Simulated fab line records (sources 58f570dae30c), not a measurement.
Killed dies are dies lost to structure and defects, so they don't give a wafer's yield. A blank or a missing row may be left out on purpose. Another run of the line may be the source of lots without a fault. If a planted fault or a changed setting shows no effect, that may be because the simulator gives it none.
fab line records / flow berkeleyCmos170
record lots=15 wafers=45 lastDay=11
route steps=331 shown PWELL@39 V1@270
lots with no fault: from the same line, run without faults
startH: the number of hours between the record's first day and the start of the first shown wafer of the lot / waitH: hours since the lot's step before / " unchanged from the row above / L1.1+2: several wafers, shown together as one row / - value missing, or start not given / * or withheld: withheld / < > ~ a bound
route shown NAME@n: a module of which the file shows steps, and the number in the route of the first / usual: mean/standard deviation of fault-free wafers / same: alike in all rows / chamber/n: place in a boat / sites: the reading at each site / _std_site: the standard deviation of these / _edge_site: the outer-site mean with the inner-site mean subtracted / radiusMm: for every site, how far away it sits from the centre of the wafer / mask NAME#n: copy n / behind: the tool/chamber that last shaped the wafer / hold: why the lot went on hold/how many hours it stayed there/how the hold came to an end / device: names the non-switching transistor (n, p or np) / end of line: the tests these same wafers got at the end of their route / a step given without rows: its recipe and nothing more / killed: dies lost to structure and defects at the first sort, not the wafer's yield / map: per-die view of a wafer (x killed, . not killed, _ where there is no die)
set.NAME: the run value of the setting; set.NAME@STEP: its run value at that earlier step / model.NAME: the simulator's own value behind a step, which no gauge read
the route's steps for a sample of lots (tables are steps, rows are wafers)
services: from which hour (startH, from the record's first day; less than 0 if before it) a tool's chamber was out of use, for how many hours, and why
## steps
# step UCB170_PWELL_CVD_05
# recipe material=Si3N4 targetThkNm=220 tempC=800 precursor=SiH2Cl2/NH3 timeS=3300 pressureMtorr=200 sih2cl2FlowSccm=25 nh3FlowSccm=75
lot.wafer=L223.1+2+5 tool=lpcvd-02 chamber=0 startH=37.99 waitH=0.0
lot.wafer=L225.2+3+6 tool=lpcvd-01 chamber=1 startH=59.95 waitH=0.0
lot.wafer=L226.1+4+5 tool=lpcvd-01 chamber=0 startH=63.68 waitH=0.0
lot.wafer=L227.2+3+5 tool=lpcvd-01 chamber=0 startH=63.68 waitH=0.0
lot.wafer=L228.2+3+6 tool=lpcvd-02 chamber=1 startH=74.80 waitH=0.0
lot.wafer=L230.1+5+6 tool=lpcvd-01 chamber=0 startH=86.65 waitH=0.0
lot.wafer=L232.2+4+5 tool=lpcvd-01 chamber=0 startH=94.08 waitH=0.0
lot.wafer=L233.1+2+5 tool=lpcvd-02 chamber=1 startH=112.71 waitH=0.0
lot.wafer=L235.2+3+4 tool=lpcvd-02 chamber=1 startH=117.13 waitH=0.0
lot.wafer=L236.1+4+6 tool=lpcvd-02 chamber=0 startH=117.13 waitH=0.0
lot.wafer=L237.2+4+6 tool=lpcvd-01 chamber=0 startH=128.16 waitH=0.0
lot.wafer=L238.1+3+4 tool=lpcvd-01 chamber=0 startH=128.16 waitH=0.0
lot.wafer=L238.1+3+4 tool=lpcvd-02 chamber=0 startH=131.48 waitH=1.4
lot.wafer=L241.2+3+6 tool=lpcvd-02 chamber=1 startH=145.31 waitH=0.0
lot.wafer=L244.4+5+6 tool=lpcvd-02 chamber=0 startH=150.89 waitH=0.0
lot.wafer=L244.4+5+6 tool=lpcvd-02 chamber=0 startH=152.98 waitH=0.2
lot.wafer=L246.1+4+5 tool=lpcvd-01 chamber=1 startH=163.97 waitH=1.5
lot.wafer=L246.1+4+5 tool=lpcvd-01 chamber=1 startH=167.82 waitH=1.9
# step UCB170_PWELL_THK_MEAS_06
# recipe reads=Si3N4_of_PWELL_CVD_05
# usual PWELL_NITRIDE_THK=220.6/2.2
lot.wafer=L223.1 tool=filmMetro-02 chamber=- startH=39.91 waitH=0.0 PWELL_NITRIDE_THK[nm]=217.3
lot.wafer=L223.2 tool=filmMetro-02 chamber=- startH=39.91 waitH=0.0 PWELL_NITRIDE_THK[nm]=217.4
lot.wafer=L223.5 tool=filmMetro-02 chamber=- startH=39.91 waitH=0.0 PWELL_NITRIDE_THK[nm]=217.7
lot.wafer=L225.2 tool=filmMetro-02 chamber=- startH=61.88 waitH=0.0 PWELL_NITRIDE_THK[nm]=218.1
lot.wafer=L225.3 tool=filmMetro-02 chamber=- startH=61.88 waitH=0.0 PWELL_NITRIDE_THK[nm]=219.2
lot.wafer=L225.6 tool=filmMetro-02 chamber=- startH=61.88 waitH=0.0 PWELL_NITRIDE_THK[nm]=217.1
lot.wafer=L226.1 tool=filmMetro-03 chamber=- startH=65.60 waitH=0.0 PWELL_NITRIDE_THK[nm]=221.5
lot.wafer=L226.4 tool=filmMetro-03 chamber=- startH=65.60 waitH=0.0 PWELL_NITRIDE_THK[nm]=220.7
lot.wafer=L226.5 tool=filmMetro-03 chamber=- startH=65.60 waitH=0.0 PWELL_NITRIDE_THK[nm]=219.3
lot.wafer=L227.2 tool=filmMetro-02 chamber=- startH=65.61 waitH=0.0 PWELL_NITRIDE_THK[nm]=219.6
lot.wafer=L227.3 tool=filmMetro-02 chamber=- startH=65.61 waitH=0.0 PWELL_NITRIDE_THK[nm]=219.7
lot.wafer=L227.5 tool=filmMetro-02 chamber=- startH=65.61 waitH=0.0 PWELL_NITRIDE_THK[nm]=218.7
lot.wafer=L228.2 tool=filmMetro-03 chamber=- startH=76.73 waitH=0.0 PWELL_NITRIDE_THK[nm]=222.6
lot.wafer=L228.3 tool=filmMetro-03 chamber=- startH=76.73 waitH=0.0 PWELL_NITRIDE_THK[nm]=221.2
lot.wafer=L228.6 tool=filmMetro-03 chamber=- startH=76.73 waitH=0.0 PWELL_NITRIDE_THK[nm]=222.7
lot.wafer=L230.1 tool=filmMetro-03 chamber=- startH=88.63 waitH=0.1 PWELL_NITRIDE_THK[nm]=220.5
lot.wafer=L230.5 tool=filmMetro-03 chamber=- startH=88.63 waitH=0.1 PWELL_NITRIDE_THK[nm]=222.8
lot.wafer=L230.6 tool=filmMetro-03 chamber=- startH=88.63 waitH=0.1 PWELL_NITRIDE_THK[nm]=223.7
lot.wafer=L232.2 tool=filmMetro-03 chamber=- startH=96.01 waitH=0.0 PWELL_NITRIDE_THK[nm]=220.6
lot.wafer=L232.4 tool=filmMetro-03 chamber=- startH=96.01 waitH=0.0 PWELL_NITRIDE_THK[nm]=218.5
lot.wafer=L232.5 tool=filmMetro-03 chamber=- startH=96.01 waitH=0.0 PWELL_NITRIDE_THK[nm]=219.0
lot.wafer=L233.1 tool=filmMetro-03 chamber=- startH=115.59 waitH=0.0 PWELL_NITRIDE_THK[nm]=222.5
lot.wafer=L233.2 tool=filmMetro-03 chamber=- startH=115.59 waitH=0.0 PWELL_NITRIDE_THK[nm]=222.1
lot.wafer=L233.5 tool=filmMetro-03 chamber=- startH=115.59 waitH=0.0 PWELL_NITRIDE_THK[nm]=223.1
lot.wafer=L235.2 tool=filmMetro-03 chamber=- startH=120.01 waitH=0.0 PWELL_NITRIDE_THK[nm]=219.5
lot.wafer=L235.3 tool=filmMetro-03 chamber=- startH=120.01 waitH=0.0 PWELL_NITRIDE_THK[nm]=219.0
lot.wafer=L235.4 tool=filmMetro-03 chamber=- startH=120.01 waitH=0.0 PWELL_NITRIDE_THK[nm]=218.8
lot.wafer=L236.1 tool=filmMetro-03 chamber=- startH=120.06 waitH=0.1 PWELL_NITRIDE_THK[nm]=217.3
lot.wafer=L236.4 tool=filmMetro-03 chamber=- startH=120.06 waitH=0.1 PWELL_NITRIDE_THK[nm]=217.5
lot.wafer=L236.6 tool=filmMetro-03 chamber=- startH=120.06 waitH=0.1 PWELL_NITRIDE_THK[nm]=217.7
lot.wafer=L237.2 tool=filmMetro-02 chamber=- startH=130.09 waitH=0.0 PWELL_NITRIDE_THK[nm]=222.7
lot.wafer=L237.4 tool=filmMetro-02 chamber=- startH=130.09 waitH=0.0 PWELL_NITRIDE_THK[nm]=222.5
lot.wafer=L237.6 tool=filmMetro-02 chamber=- startH=130.09 waitH=0.0 PWELL_NITRIDE_THK[nm]=221.4
lot.wafer=L238.1 tool=filmMetro-04 chamber=- startH=133.39 waitH=0.0 PWELL_NITRIDE_THK[nm]=437.5
lot.wafer=L238.3 tool=filmMetro-04 chamber=- startH=133.39 waitH=0.0 PWELL_NITRIDE_THK[nm]=437.5
lot.wafer=L238.4 tool=filmMetro-04 chamber=- startH=133.39 waitH=0.0 PWELL_NITRIDE_THK[nm]=440.6
lot.wafer=L241.2 tool=filmMetro-04 chamber=- startH=147.23 waitH=0.0 PWELL_NITRIDE_THK[nm]=223.1
lot.wafer=L241.3 tool=filmMetro-04 chamber=- startH=147.23 waitH=0.0 PWELL_NITRIDE_THK[nm]=222.5
lot.wafer=L241.6 tool=filmMetro-04 chamber=- startH=147.23 waitH=0.0 PWELL_NITRIDE_THK[nm]=223.3
lot.wafer=L244.4 tool=filmMetro-02 chamber=- startH=154.92 waitH=0.0 PWELL_NITRIDE_THK[nm]=445.5
lot.wafer=L244.5 tool=filmMetro-02 chamber=- startH=154.92 waitH=0.0 PWELL_NITRIDE_THK[nm]=444.9
lot.wafer=L244.6 tool=filmMetro-02 chamber=- startH=154.92 waitH=0.0 PWELL_NITRIDE_THK[nm]=442.8
lot.wafer=L246.1 tool=filmMetro-03 chamber=- startH=169.73 waitH=0.0 PWELL_NITRIDE_THK[nm]=446.3
lot.wafer=L246.4 tool=filmMetro-03 chamber=- startH=169.73 waitH=0.0 PWELL_NITRIDE_THK[nm]=444.2
lot.wafer=L246.5 tool=filmMetro-03 chamber=- startH=169.73 waitH=0.0 PWELL_NITRIDE_THK[nm]=444.5
# step UCB170_PWELL_ETCH_14
# recipe chemistry=CH3F/Ar/O2 target=Si3N4 stopOn=SiO2 CH3F_flow_sccm=20 Ar_flow_sccm=50 O2_flow_sccm=7 pressureMtorr=50 rfW=442 targetDepthA=2420 overEtchFrac=0.1 timeS=151
# usual drypumpMotorCurrentA=5.6/0.54 oesProductAu=0.939/0.014 throttleValvePct=8.03/0.13
lot.wafer=L223.1 tool=rieDiel-04 chamber=3 startH=41.41 waitH=0.0 drypumpMotorCurrentA=5.5 oesProductAu=0.942 rfHoursCounterH=90 throttleValvePct=8.04
lot.wafer=L223.2 tool=rieDiel-04 chamber=1 startH=41.41 waitH=0.0 drypumpMotorCurrentA=4.9 oesProductAu=0.917 rfHoursCounterH=141 throttleValvePct=8.04
lot.wafer=L223.5 tool=rieDiel-04 chamber=0 startH=41.41 waitH=0.0 drypumpMotorCurrentA=6.8 oesProductAu=0.934 rfHoursCounterH=- throttleValvePct=8.15
lot.wafer=L225.2 tool=rieDiel-04 chamber=0 startH=62.95 waitH=0.0 drypumpMotorCurrentA=6.7 oesProductAu=0.943 rfHoursCounterH=17 throttleValvePct=8.14
lot.wafer=L225.3 tool=rieDiel-04 chamber=2 startH=62.95 waitH=0.0 drypumpMotorCurrentA=5.6 oesProductAu=0.935 rfHoursCounterH=67 throttleValvePct=7.89
lot.wafer=L225.6 tool=rieDiel-04 chamber=0 startH=62.95 waitH=0.0 drypumpMotorCurrentA=6.7 oesProductAu=0.931 rfHoursCounterH=- throttleValvePct=8.15
lot.wafer=L226.1 tool=rieDiel-04 chamber=0 startH=66.68 waitH=0.0 drypumpMotorCurrentA=6.7 oesProductAu=0.956 rfHoursCounterH=17 throttleValvePct=8.14
lot.wafer=L226.4 tool=rieDiel-04 chamber=3 startH=66.68 waitH=0.0 drypumpMotorCurrentA=5.5 oesProductAu=0.951 rfHoursCounterH=91 throttleValvePct=8.06
lot.wafer=L226.5 tool=rieDiel-04 chamber=1 startH=66.68 waitH=0.0 drypumpMotorCurrentA=5.0 oesProductAu=0.922 rfHoursCounterH=- throttleValvePct=8.04
lot.wafer=L227.2 tool=rieDiel-02 chamber=0 startH=66.95 waitH=0.0 drypumpMotorCurrentA=4.8 oesProductAu=0.950 rfHoursCounterH=13 throttleValvePct=8.05
lot.wafer=L227.3 tool=rieDiel-02 chamber=1 startH=66.95 waitH=0.0 drypumpMotorCurrentA=5.7 oesProductAu=0.960 rfHoursCounterH=158 throttleValvePct=8.07
lot.wafer=L227.5 tool=rieDiel-02 chamber=0 startH=66.95 waitH=0.0 drypumpMotorCurrentA=4.8 oesProductAu=0.946 rfHoursCounterH=- throttleValvePct=8.04
lot.wafer=L228.2 tool=rieDiel-02 chamber=1 startH=77.65 waitH=0.0 drypumpMotorCurrentA=5.7 oesProductAu=0.972 rfHoursCounterH=158 throttleValvePct=8.09
lot.wafer=L228.3 tool=rieDiel-02 chamber=0 startH=77.65 waitH=0.0 drypumpMotorCurrentA=4.8 oesProductAu=0.956 rfHoursCounterH=13 throttleValvePct=8.06
lot.wafer=L228.6 tool=rieDiel-02 chamber=0 startH=77.65 waitH=0.0 drypumpMotorCurrentA=4.8 oesProductAu=0.954 rfHoursCounterH=- throttleValvePct=8.04
lot.wafer=L230.1 tool=rieDiel-02 chamber=1 startH=89.84 waitH=0.0 drypumpMotorCurrentA=5.7 oesProductAu=0.960 rfHoursCounterH=159 throttleValvePct=8.10
lot.wafer=L230.5 tool=rieDiel-02 chamber=0 startH=89.84 waitH=0.0 drypumpMotorCurrentA=4.8 oesProductAu=0.953 rfHoursCounterH=- throttleValvePct=8.05
lot.wafer=L230.6 tool=rieDiel-02 chamber=3 startH=89.84 waitH=0.0 drypumpMotorCurrentA=5.9 oesProductAu=0.937 rfHoursCounterH=- throttleValvePct=8.24
lot.wafer=L232.2 tool=rieDiel-04 chamber=3 startH=97.06 waitH=0.0 drypumpMotorCurrentA=5.5 oesProductAu=0.951 rfHoursCounterH=92 throttleValvePct=8.07
lot.wafer=L232.4 tool=rieDiel-04 chamber=0 startH=97.06 waitH=0.0 drypumpMotorCurrentA=6.7 oesProductAu=0.940 rfHoursCounterH=18 throttleValvePct=8.14
lot.wafer=L232.5 tool=rieDiel-04 chamber=1 startH=97.06 waitH=0.0 drypumpMotorCurrentA=5.0 oesProductAu=0.920 rfHoursCounterH=- throttleValvePct=8.05
lot.wafer=L233.1 tool=rieDiel-02 chamber=2 startH=116.71 waitH=0.0 drypumpMotorCurrentA=5.5 oesProductAu=0.936 rfHoursCounterH=103 throttleValvePct=7.84
lot.wafer=L233.2 tool=rieDiel-02 chamber=1 startH=116.71 waitH=0.0 drypumpMotorCurrentA=5.7 oesProductAu=0.968 rfHoursCounterH=160 throttleValvePct=8.08
lot.wafer=L233.5 tool=rieDiel-02 chamber=2 startH=116.71 waitH=0.0 drypumpMotorCurrentA=5.5 oesProductAu=0.941 rfHoursCounterH=- throttleValvePct=7.82
lot.wafer=L235.2 tool=rieDiel-04 chamber=1 startH=121.10 waitH=0.0 drypumpMotorCurrentA=5.0 oesProductAu=0.922 rfHoursCounterH=144 throttleValvePct=8.05
lot.wafer=L235.3 tool=rieDiel-04 chamber=3 startH=121.10 waitH=0.0 drypumpMotorCurrentA=5.5 oesProductAu=0.938 rfHoursCounterH=93 throttleValvePct=8.06
lot.wafer=L235.4 tool=rieDiel-04 chamber=2 startH=121.10 waitH=0.0 drypumpMotorCurrentA=5.6 oesProductAu=0.923 rfHoursCounterH=69 throttleValvePct=7.90
lot.wafer=L236.1 tool=rieDiel-01 chamber=1 startH=121.37 waitH=0.0 drypumpMotorCurrentA=5.9 oesProductAu=0.927 rfHoursCounterH=22 throttleValvePct=7.83
lot.wafer=L236.4 tool=rieDiel-01 chamber=0 startH=121.37 waitH=0.0 drypumpMotorCurrentA=5.6 oesProductAu=0.931 rfHoursCounterH=70 throttleValvePct=8.22
lot.wafer=L236.6 tool=rieDiel-01 chamber=3 startH=121.37 waitH=0.0 drypumpMotorCurrentA=5.1 oesProductAu=0.931 rfHoursCounterH=- throttleValvePct=7.84
lot.wafer=L237.2 tool=rieDiel-04 chamber=0 startH=132.47 waitH=0.0 drypumpMotorCurrentA=6.7 oesProductAu=0.956 rfHoursCounterH=19 throttleValvePct=8.14
lot.wafer=L237.4 tool=rieDiel-04 chamber=3 startH=132.47 waitH=0.0 drypumpMotorCurrentA=5.5 oesProductAu=0.954 rfHoursCounterH=93 throttleValvePct=8.06
lot.wafer=L237.6 tool=rieDiel-04 chamber=1 startH=132.47 waitH=0.0 drypumpMotorCurrentA=4.9 oesProductAu=0.925 rfHoursCounterH=- throttleValvePct=8.06
lot.wafer=L238.1 tool=rieDiel-02 chamber=2 startH=134.60 waitH=0.0 drypumpMotorCurrentA=5.5 oesProductAu=0.983 rfHoursCounterH=104 throttleValvePct=7.82
lot.wafer=L238.3 tool=rieDiel-02 chamber=0 startH=134.60 waitH=0.0 drypumpMotorCurrentA=4.8 oesProductAu=1.009 rfHoursCounterH=15 throttleValvePct=8.05
lot.wafer=L238.4 tool=rieDiel-02 chamber=2 startH=134.60 waitH=0.0 drypumpMotorCurrentA=5.5 oesProductAu=1.002 rfHoursCounterH=- throttleValvePct=7.83
lot.wafer=L241.2 tool=rieDiel-02 chamber=2 startH=148.75 waitH=0.0 drypumpMotorCurrentA=5.5 oesProductAu=0.944 rfHoursCounterH=105 throttleValvePct=7.81
lot.wafer=L241.3 tool=rieDiel-02 chamber=3 startH=148.75 waitH=0.0 drypumpMotorCurrentA=5.9 oesProductAu=0.935 rfHoursCounterH=25 throttleValvePct=8.22
lot.wafer=L241.6 tool=rieDiel-02 chamber=2 startH=148.75 waitH=0.0 drypumpMotorCurrentA=5.5 oesProductAu=0.945 rfHoursCounterH=- throttleValvePct=7.83
lot.wafer=L244.4 tool=rieDiel-04 chamber=0 startH=155.95 waitH=0.0 drypumpMotorCurrentA=6.8 oesProductAu=0.998 rfHoursCounterH=21 throttleValvePct=8.14
lot.wafer=L244.5 tool=rieDiel-04 chamber=1 startH=155.95 waitH=0.0 drypumpMotorCurrentA=5.0 oesProductAu=0.980 rfHoursCounterH=- throttleValvePct=8.05
lot.wafer=L244.6 tool=rieDiel-04 chamber=2 startH=155.95 waitH=0.0 drypumpMotorCurrentA=5.6 oesProductAu=0.988 rfHoursCounterH=- throttleValvePct=7.90
lot.wafer=L246.1 tool=rieDiel-01 chamber=1 startH=170.89 waitH=0.0 drypumpMotorCurrentA=5.9 oesProductAu=0.974 rfHoursCounterH=24 throttleValvePct=7.83
lot.wafer=L246.4 tool=rieDiel-01 chamber=0 startH=170.89 waitH=0.0 drypumpMotorCurrentA=5.6 oesProductAu=0.989 rfHoursCounterH=72 throttleValvePct=8.21
lot.wafer=L246.5 tool=rieDiel-01 chamber=3 startH=170.89 waitH=0.0 drypumpMotorCurrentA=5.1 oesProductAu=0.996 rfHoursCounterH=- throttleValvePct=7.84
# step UCB170_V1_CD_MEAS_90
# recipe targetCdNm=700
# usual cdNm=700.1/1.5
lot.wafer=L223.1 tool=cdSem-02 chamber=- startH=166.25 waitH=0.2 cdNm=698.8
lot.wafer=L223.2 tool=cdSem-02 chamber=- startH=166.25 waitH=0.2 cdNm=698.1
lot.wafer=L223.5 tool=cdSem-02 chamber=- startH=166.25 waitH=0.2 cdNm=697.8
lot.wafer=L225.2 tool=cdSem-02 chamber=- startH=174.67 waitH=0.5 cdNm=700.0
lot.wafer=L225.3 tool=cdSem-02 chamber=- startH=174.67 waitH=0.5 cdNm=699.4
lot.wafer=L225.6 tool=cdSem-02 chamber=- startH=174.67 waitH=0.5 cdNm=700.8
lot.wafer=L226.1 tool=cdSem-02 chamber=- startH=175.61 waitH=0.4 cdNm=701.1
lot.wafer=L226.4 tool=cdSem-02 chamber=- startH=175.61 waitH=0.4 cdNm=701.8
lot.wafer=L226.5 tool=cdSem-02 chamber=- startH=175.61 waitH=0.4 cdNm=701.1
lot.wafer=L227.2 tool=cdSem-02 chamber=- startH=175.75 waitH=0.4 cdNm=698.9
lot.wafer=L227.3 tool=cdSem-02 chamber=- startH=175.75 waitH=0.4 cdNm=698.0
lot.wafer=L227.5 tool=cdSem-02 chamber=- startH=175.75 waitH=0.4 cdNm=698.6
lot.wafer=L228.2 tool=cdSem-02 chamber=- startH=197.52 waitH=0.1 cdNm=699.6
lot.wafer=L228.3 tool=cdSem-02 chamber=- startH=197.52 waitH=0.1 cdNm=699.8
lot.wafer=L228.6 tool=cdSem-02 chamber=- startH=197.52 waitH=0.1 cdNm=698.6
lot.wafer=L230.1 tool=cdSem-02 chamber=- startH=205.50 waitH=0.1 cdNm=700.1
lot.wafer=L230.5 tool=cdSem-02 chamber=- startH=205.50 waitH=0.1 cdNm=701.5
lot.wafer=L230.6 tool=cdSem-02 chamber=- startH=205.50 waitH=0.1 cdNm=699.5
lot.wafer=L232.2 tool=cdSem-01 chamber=- startH=206.67 waitH=0.1 cdNm=699.1
lot.wafer=L232.4 tool=cdSem-01 chamber=- startH=206.67 waitH=0.1 cdNm=699.5
lot.wafer=L232.5 tool=cdSem-01 chamber=- startH=206.67 waitH=0.1 cdNm=698.9
lot.wafer=L235.2 tool=cdSem-02 chamber=- startH=225.24 waitH=0.1 cdNm=701.4
lot.wafer=L235.3 tool=cdSem-02 chamber=- startH=225.24 waitH=0.1 cdNm=701.3
lot.wafer=L235.4 tool=cdSem-02 chamber=- startH=225.24 waitH=0.1 cdNm=702.3
lot.wafer=L233.1 tool=cdSem-02 chamber=- startH=226.59 waitH=0.1 cdNm=700.1
lot.wafer=L233.2 tool=cdSem-02 chamber=- startH=226.59 waitH=0.1 cdNm=700.1
lot.wafer=L233.5 tool=cdSem-02 chamber=- startH=226.59 waitH=0.1 cdNm=698.2
lot.wafer=L236.1 tool=cdSem-02 chamber=- startH=226.83 waitH=0.1 cdNm=699.3
lot.wafer=L236.4 tool=cdSem-02 chamber=- startH=226.83 waitH=0.1 cdNm=699.4
lot.wafer=L236.6 tool=cdSem-02 chamber=- startH=226.83 waitH=0.1 cdNm=699.2
lot.wafer=L237.2 tool=cdSem-01 chamber=- startH=251.35 waitH=0.1 cdNm=701.4
lot.wafer=L237.4 tool=cdSem-01 chamber=- startH=251.35 waitH=0.1 cdNm=704.1
lot.wafer=L237.6 tool=cdSem-01 chamber=- startH=251.35 waitH=0.1 cdNm=704.0
lot.wafer=L241.2 tool=cdSem-01 chamber=- startH=257.28 waitH=0.1 cdNm=700.8
lot.wafer=L241.3 tool=cdSem-01 chamber=- startH=257.28 waitH=0.1 cdNm=698.9
lot.wafer=L241.6 tool=cdSem-01 chamber=- startH=257.28 waitH=0.1 cdNm=700.0
## services
tool=lpcvd-01 chamber=- startH=17.60 hours=0.7 kind=repair
tool=rieDiel-04 chamber=0 startH=22.95 hours=12.1 kind=repair
tool=rieDiel-04 chamber=- startH=36.05 hours=2.8 kind=pm
tool=rieDiel-01 chamber=2 startH=42.18 hours=4.8 kind=repair
tool=rieDiel-01 chamber=0 startH=54.47 hours=9.8 kind=repair
tool=rieDiel-01 chamber=- startH=96.25 hours=14.6 kind=pm
tool=rieDiel-02 chamber=1 startH=123.61 hours=- kind=clean
tool=rieDiel-02 chamber=1 startH=123.61 hours=20.2 kind=scheduledDown
tool=rieDiel-02 chamber=1 startH=123.61 hours=20.2 kind=ventCycle
tool=rieDiel-01 chamber=- startH=126.91 hours=0.2 kind=repair
tool=rieDiel-02 chamber=2 startH=139.37 hours=2.4 kind=repair
tool=rieDiel-02 chamber=- startH=142.58 hours=0.1 kind=repair
tool=rieDiel-02 chamber=0 startH=143.66 hours=12.6 kind=repair
## key
firstSign step=UCB170_PWELL_CVD_05 reading=visit direction=added
effect step=UCB170_PWELL_THK_MEAS_06 reading=PWELL_NITRIDE_THK direction=up sigmas=99+ usual=220.6 struck=442.6
effect step=UCB170_PWELL_ETCH_14 reading=oesProductAu direction=up sigmas=3.7 usual=0.939 struck=0.991
metAt UCB170_PWELL_CVD_05
struckLots L238,L244,L246
laterRowsLeftOut L238.1,L238.3,L238.4,L244.4,L244.5,L244.6,L246.1,L246.4,L246.5
sortLeftOut L238.1,L238.3,L238.4,L244.4,L244.5,L244.6,L246.1,L246.4,L246.5
testerLeftOut L238,L244,L246
notActingAt UCB170_V1_CD_MEAS_90
fault kind=repeatedStepWhole tool=lpcvd-01,lpcvd-02 chamber=- onsetH=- steps=UCB170_PWELL_CVD_05 times=1 scope=struckLotsOnly
# testerLeftOut: of these lots the tester's yield and bins aren't shown, on N5 and GAA mostly nor the transistor test; their killed dies are dies lost to structure and defects alone, not to doping, threshold or leakage, so they don't give the yield
# sortLeftOut: the simulated sort isn't trusted on such a fault, so these wafers' sort isn't shown, and their yield isn't known
# laterRowsLeftOut: the simulator's readings of these wafers behind a module that went badly wrong aren't trusted and aren't shown, but for the sort
